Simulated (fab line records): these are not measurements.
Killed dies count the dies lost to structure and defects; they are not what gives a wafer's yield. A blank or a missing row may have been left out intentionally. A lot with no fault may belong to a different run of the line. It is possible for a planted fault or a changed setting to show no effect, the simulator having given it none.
fab line records	flow rit-cmos
record lots=6	wafers=18	last-day=7
route steps=202 shown GATE@77 FOX2@80 M1@202
lots that met no fault: taken from a fault-free run of the same line
start-h: start of the lot's first displayed wafer, in hours after the record's first day	wait-h: hours from the lot's prior step to this one	" identical to the entry in the row above	L1.1+2: one row covering several wafers at once	- no value, or no start given	* or withheld: withheld	< > ~ a bound
route shown NAME@n: names a module that has steps shown in the file, with the first one's number in the route	usual: mean/standard deviation taken from wafers without a fault	same: alike in all rows	chamber/n: place in a boat	sites: the reading at each site	_std_site: the standard deviation of these	_edge_site: inner sites' mean taken away from outer sites' mean	radius-mm: for every site, how far away it sits from the centre of the wafer	mask NAME#n: copy n	behind: the most recent tool/chamber to have shaped the wafer	hold: why the lot was held/for how many hours/how that ended	device: the transistor (n, p or np) that didn't switch	end of line: tests of these same wafers at the route's end	where a step has no rows: the recipe by itself	killed: the dies lost at the first sort to structure and to defects; this is not the yield of the wafer	map: per-die view of a wafer (x killed, . not killed, _ where there is no die)
set.NAME: the run value of the setting; set.NAME@STEP: its run value at that earlier step	model.NAME: the simulator's own value behind a step, which no gauge read
a table for each step, a row for each wafer; lots at some steps of the route
services: from which hour (start-h, from the record's first day; less than 0 if before it) a tool's chamber was out of use, for how many hours, and why
## steps
# step RIT_GATE_CLEAN_02
# recipe chemistry=dHF	dilution=50:1	time-s=30
# step RIT_GATE_CLEAN_03
# recipe chemistry=SC2	mix=3:3:50	time-s=600	temp-c=75	dry=n2-spin
# step RIT_GATE_CLEAN_04
# recipe chemistry=dHF	dilution=50:1	time-s=60	dry=n2-spin
# step RIT_FOX2_THK_MEAS_91
# recipe reads=SiO2_of_FOX2_OXIDATION_00
# usual FIELD_OXIDE_LEFT_2_THK=251/6.7
lot.wafer	tool	chamber	start-h	wait-h	FIELD_OXIDE_LEFT_2_THK[nm]
L724.1	film-metro-03	-	51.78	0.0	264
L724.3	"	-	"	"	261
L724.6	"	-	"	"	257
L731.1	film-metro-01	-	87.15	0.0	240
L731.4	"	-	"	"	239
L731.6	"	-	"	"	235
L732.1	film-metro-01	-	91.46	0.0	253
L732.3	"	-	"	"	254
L732.6	"	-	"	"	250
L737.2	film-metro-02	-	117.93	0.0	243
L737.5	"	-	"	"	245
L737.6	"	-	"	"	238
L738.2	film-metro-03	-	125.52	0.0	256
L738.3	"	-	"	"	257
L738.5	"	-	"	"	253
L739.1	film-metro-03	-	130.74	0.0	255
L739.3	"	-	"	"	251
L739.6	"	-	"	"	252
# step RIT_GATE_OXIDATION_05
# recipe temp-c=900	ambient=O2	target-thk-a=30	ox-time-s=270
# step RIT_GATE_ANNEAL_06
# recipe temp-c=900	time-s=600	ambient=N2O
# step RIT_GATE_THK_MEAS_07
# recipe reads=SiO2_of_GATE_OXIDATION_05
# usual GATE_OXIDE_THK=2.98/0.051
lot.wafer	tool	chamber	start-h	wait-h	GATE_OXIDE_THK[nm]
L724.1	film-metro-01	-	53.38	0.0	2.95
L724.3	"	-	"	"	2.95
L724.6	"	-	"	"	2.97
L731.1	film-metro-03	-	88.54	0.0	2.98
L731.4	"	-	"	"	2.95
L731.6	"	-	"	"	3.05
L732.1	film-metro-02	-	93.27	0.0	2.92
L732.3	"	-	"	"	2.88
L732.6	"	-	"	"	2.98
L737.2	film-metro-03	-	120.24	0.0	2.89
L737.5	"	-	"	"	2.95
L737.6	"	-	"	"	2.97
L738.2	film-metro-02	-	129.79	0.0	2.99
L738.3	"	-	"	"	3.05
L738.5	"	-	"	"	2.98
L739.1	film-metro-02	-	133.38	0.0	2.95
L739.3	"	-	"	"	3.05
L739.6	"	-	"	"	3.08
# step RIT_GATE_CVD_08
# recipe material=poly-Si	target-thk-nm=250	temp-c=610	precursor=SiH4	time-s=2220	pressure-mtorr=300	sih4-flow-sccm=100
# step RIT_GATE_THK_MEAS_09
# recipe reads=poly-Si_of_GATE_CVD_08
# usual GATE_POLY_THK=249.1/2.6
lot.wafer	tool	chamber	start-h	wait-h	GATE_POLY_THK[nm]
L724.1	film-metro-02	-	57.58	0.0	252.1
L724.3	"	-	"	"	251.0
L724.6	"	-	"	"	250.1
L731.1	film-metro-01	-	90.21	0.0	247.0
L731.4	"	-	"	"	249.4
L731.6	"	-	"	"	246.9
L732.1	film-metro-02	-	94.95	0.0	247.0
L732.3	"	-	"	"	246.7
L732.6	"	-	"	"	245.1
L737.2	film-metro-02	-	121.92	0.0	248.5
L737.5	"	-	"	"	249.2
L737.6	"	-	"	"	246.6
L738.2	film-metro-03	-	131.46	0.0	252.6
L738.3	"	-	"	"	250.2
L738.5	"	-	"	"	250.6
L739.1	film-metro-03	-	135.06	0.0	245.0
L739.3	"	-	"	"	247.9
L739.6	"	-	"	"	247.3
# step RIT_GATE_HMDS_10
# recipe prime-time-s=60	prime-temp-c=140
# step RIT_GATE_COAT_11
# recipe resist=NOVOLAK	spin-rpm=4250	resist-thk-nm=850
# step RIT_GATE_SOFTBAKE_12
# recipe resist=NOVOLAK	temp-c=90	time-s=60
# step RIT_GATE_EXPOSE_13
# recipe mask-id=M6	na=0.6	source-shape=conventional	sigma-outer=0.6	target-cd-nm=150	dose-mj=380
lot.wafer	tool	chamber	start-h	wait-h	mask	model.GATE.overlay-x-nm
L724.1+3+6	iline-stepper-01	0	58.18	0.1	M6#0	0.8578
L731.1+4+6	iline-stepper-01	0	90.72	0.1	M6#0	-1.541
L732.1+3+6	iline-stepper-02	0	95.58	0.2	M6#0	0.6037
L737.2+5+6	iline-stepper-02	0	122.57	0.2	M6#0	-148.3
L738.2+3+5	iline-stepper-02	0	131.98	0.1	M6#0	-149.1
L739.1+3+6	iline-stepper-01	0	135.69	0.2	M6#0	1.097
# step RIT_GATE_PEB_14
# recipe resist=NOVOLAK	temp-c=withheld	time-s=withheld
# step RIT_GATE_DEVELOP_15
# recipe resist=NOVOLAK	develop-time-s=51.16	dev-temp-c=23
# step RIT_GATE_CD_MEAS_16
# recipe target-cd-nm=150
# usual cd-nm=147.7/2.5
lot.wafer	tool	chamber	start-h	wait-h	cd-nm
L724.1	cd-sem-02	-	58.61	-	147.7
L724.3	"	-	"	"	147.2
L724.6	"	-	"	"	146.3
L731.1	cd-sem-02	-	91.12	-	149.2
L731.4	"	-	"	"	149.9
L731.6	"	-	"	"	149.9
L732.1	cd-sem-02	-	95.98	-	147.6
L732.3	"	-	"	"	146.4
L732.6	"	-	"	"	148.7
L737.2	cd-sem-01	-	122.97	-	147.9
L737.5	"	-	"	"	147.8
L737.6	"	-	"	"	145.4
L738.2	cd-sem-02	-	132.38	-	144.0
L738.3	"	-	"	"	144.2
L738.5	"	-	"	"	144.5
L739.1	cd-sem-02	-	136.09	-	150.7
L739.3	"	-	"	"	151.6
L739.6	"	-	"	"	151.8
# step RIT_GATE_OVL_MEAS_17
# usual GATE_OVL=0.2/1.7
lot.wafer	tool	chamber	start-h	wait-h	GATE_OVL[nm]
L724.1	overlay-01	-	58.73	0.1	2.5
L724.3	"	-	"	"	0.7
L724.6	"	-	"	"	0.8
L731.1	overlay-02	-	91.24	0.1	-3.0
L731.4	"	-	"	"	-0.1
L731.6	"	-	"	"	-2.5
L732.1	overlay-02	-	96.10	0.1	1.0
L732.3	"	-	"	"	0.6
L732.6	"	-	"	"	1.7
L737.2	overlay-02	-	123.07	0.1	-147.8
L737.5	"	-	"	"	-148.3
L737.6	"	-	"	"	-145.4
L738.2	overlay-02	-	132.49	0.1	-151.9
L738.3	"	-	"	"	-148.9
L738.5	"	-	"	"	-146.9
L739.1	overlay-01	-	136.21	0.1	2.6
L739.3	"	-	"	"	3.7
L739.6	"	-	"	"	1.7
# step RIT_GATE_HARDBAKE_18
# recipe resist=NOVOLAK	temp-c=140	time-s=60
# step RIT_M1_PROBE_99
# usual killed-at-contacts=0.1/0.24	killed-at-front-end=6.7/2.9	killed-dies=6.8/2.9	killed-open=3.5/1.8	killed-short=3.3/2.1
# same gross-dies=264	killed_at_M0_to_M3=0	killed_at_M4_up=0	killed-at-back-side=0	killed-at-other=0
lot.wafer	tool	chamber	start-h	wait-h	killed-at-contacts	killed-at-front-end	killed-dies	killed-open	killed-short	model.etest.pldd.width-nm	model.etest.nldd.width-nm	model.etest.select-edge-diode-p.leak-log10-a	model.etest.select-edge-diode-n.leak-log10-a	model.etest.gate-end-array.leak-log10-a-um
L724.1	prober-02	-	78.41	0.1	1	9	10	4	6	3146	3152	-10.52	-9.623	-12.91
L724.3	prober-02	-	78.51	0.2	0	2	2	0	2	3160	3178	-10.08	-9.866	-12.78
L724.6	prober-02	-	78.66	0.2	0	9	9	5	4	3173	3177	-10.38	-9.774	-12.9
L731.1	prober-01	-	112.10	0.1	0	9	9	4	5	3175	3188	-10.24	-9.997	-12.71
L731.4	prober-01	-	112.25	0.2	1	8	9	2	7	3208	3204	-10.44	-9.65	-12.91
L731.6	prober-01	-	112.35	0.2	0	6	6	2	4	3218	3216	-10.27	-9.957	-12.81
L732.1	prober-02	-	120.10	0.1	0	8	8	5	3	3183	3181	-10.44	-9.655	-12.83
L732.3	prober-02	-	120.20	0.2	0	8	8	3	5	3207	3205	-10.41	-9.538	-12.83
L732.6	prober-02	-	120.35	0.2	0	11	11	4	7	3198	3228	-10.36	-9.857	-12.86
L737.2	prober-01	-	145.16	0.1	0	4	4	3	1	3119	3119	-6.185	-5.819	-11.29
L737.5	prober-01	-	145.31	0.2	0	7	7	4	3	3121	3105	-6.215	-6.057	-11.35
L737.6	prober-01	-	145.36	0.2	0	11	11	3	8	3103	3124	-6.719	-6.221	-11.54
L738.2	prober-01	-	153.82	0.1	0	7	7	3	4	3106	3121	-6.484	-5.704	-11.61
L738.3	prober-01	-	153.87	0.2	0	8	8	2	6	3116	3120	-5.584	-5.308	-11.38
L738.5	prober-01	-	153.97	0.2	0	13	13	8	5	3120	3106	-7.009	-6.498	-11.62
L739.1	prober-02	-	157.36	0.1	0	11	11	6	5	3182	3184	-10.51	-9.937	-12.72
L739.3	prober-02	-	157.46	0.2	0	6	6	2	4	3211	3227	-10.36	-9.635	-12.71
L739.6	prober-02	-	157.61	0.2	0	8	8	4	4	3216	3207	-10.62	-9.761	-12.83
# killed by level:class
L724.1 REOX:geometric-particle:short=2 SPACER:geometric-particle:short=2 FOX1:geometric-particle:open=1 GATE:geometric-particle:short=1 GATE:geometric-particle:open=1 SPACER:geometric-particle:open=1 SILICIDE:geometric-particle:short=1 CONTACT:geometric-particle:open=1
L724.3 REOX:geometric-particle:short=1 SPACER:geometric-particle:short=1
L724.6 GATE:geometric-particle:open=2 REOX:geometric-particle:short=2 REOX:geometric-particle:open=2 GATE:geometric-particle:short=1 SPACER:geometric-particle:short=1 SPACER:geometric-particle:open=1
L731.1 GATE:geometric-particle:open=2 REOX:geometric-particle:open=2 REOX:geometric-particle:short=2 SPACER:geometric-particle:short=2 GATE:geometric-particle:short=1
L731.4 GATE:geometric-particle:short=6 FOX1:geometric-particle:open=1 GATE:geometric-particle:open=1 CONTACT:geometric-particle:short=1
L731.6 GATE:geometric-particle:short=3 GATE:geometric-particle:open=1 REOX:geometric-particle:open=1 REOX:geometric-particle:short=1
L732.1 GATE:geometric-particle:open=3 FOX1:geometric-particle:open=2 FOX1:geometric-particle:short=2 REOX:geometric-particle:short=1
L732.3 GATE:geometric-particle:short=4 FOX1:geometric-particle:open=1 FOX2:geometric-particle:open=1 GATE:geometric-particle:open=1 REOX:geometric-particle:short=1
L732.6 FOX2:geometric-particle:short=3 GATE:geometric-particle:short=2 FOX1:geometric-particle:open=1 GATE:geometric-particle:open=1 REOX:geometric-particle:short=1 REOX:geometric-particle:open=1 SPACER:geometric-particle:open=1 SILICIDE:geometric-particle:short=1
L737.2 GATE:geometric-particle:open=1 SPACER:geometric-particle:short=1 SPACER:geometric-particle:open=1 SILICIDE:geometric-particle:open=1
L737.5 GATE:geometric-particle:short=2 GATE:geometric-particle:open=2 FOX1:geometric-particle:open=1 REOX:geometric-particle:short=1 SPACER:geometric-particle:open=1
L737.6 SPACER:geometric-particle:short=5 GATE:geometric-particle:open=3 GATE:geometric-particle:short=2 SILICIDE:geometric-particle:short=1
L738.2 REOX:geometric-particle:open=2 SPACER:geometric-particle:short=2 GATE:geometric-particle:short=1 GATE:geometric-particle:open=1 REOX:geometric-particle:short=1
L738.3 GATE:geometric-particle:open=2 FOX1:geometric-particle:short=1 FOX2:geometric-particle:short=1 GATE:geometric-particle:short=1 REOX:geometric-particle:short=1 SPACER:geometric-particle:short=1 SILICIDE:geometric-particle:short=1
L738.5 GATE:geometric-particle:open=4 GATE:geometric-particle:short=3 SPACER:geometric-particle:open=3 FOX1:geometric-particle:open=1 SPACER:geometric-particle:short=1 SILICIDE:geometric-particle:short=1
L739.1 SILICIDE:geometric-particle:open=3 FOX1:geometric-particle:short=2 GATE:geometric-particle:open=2 SILICIDE:geometric-particle:short=2 GATE:geometric-particle:short=1 REOX:geometric-particle:open=1
L739.3 FOX1:geometric-particle:short=2 GATE:geometric-particle:open=1 GATE:geometric-particle:short=1 SPACER:geometric-particle:short=1 SPACER:geometric-particle:open=1
L739.6 GATE:geometric-particle:open=3 GATE:geometric-particle:short=3 SILICIDE:geometric-particle:short=1 SILICIDE:geometric-particle:open=1
## services
tool	chamber	start-h	hours	kind
iline-stepper-02	-	63.48	0.7	repair
iline-stepper-01	0	96.05	-	calibration
iline-stepper-02	-	108.39	1.7	pm
## key
first-sign step=RIT_GATE_OVL_MEAS_17	reading=GATE_OVL	direction=down	sigmas=88	usual=0.2	struck=-148.2
effect none on later readings
model-effect step=RIT_GATE_EXPOSE_13	value=GATE.overlay-x-nm	without=1.266	struck=-148.7
model-effect step=RIT_M1_PROBE_99	value=etest.pldd.width-nm	without=3190	struck=3114
met-at RIT_GATE_EXPOSE_13
struck-wafers L737.2,L737.5,L737.6,L738.2,L738.3,L738.5
tester-left-out L737,L738
onset-between 95.58 122.57
fault kind=scanner-matching-overlay	tool=iline-stepper-02	chamber=-	onset-h=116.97	steps=RIT_GATE_EXPOSE_13	offset=-150
# tester-left-out: of these lots the tester's yield and bins aren't shown, on N5 and GAA mostly nor the transistor test; their killed dies are dies lost to structure and defects alone, not to doping, threshold or leakage, so they don't give the yield
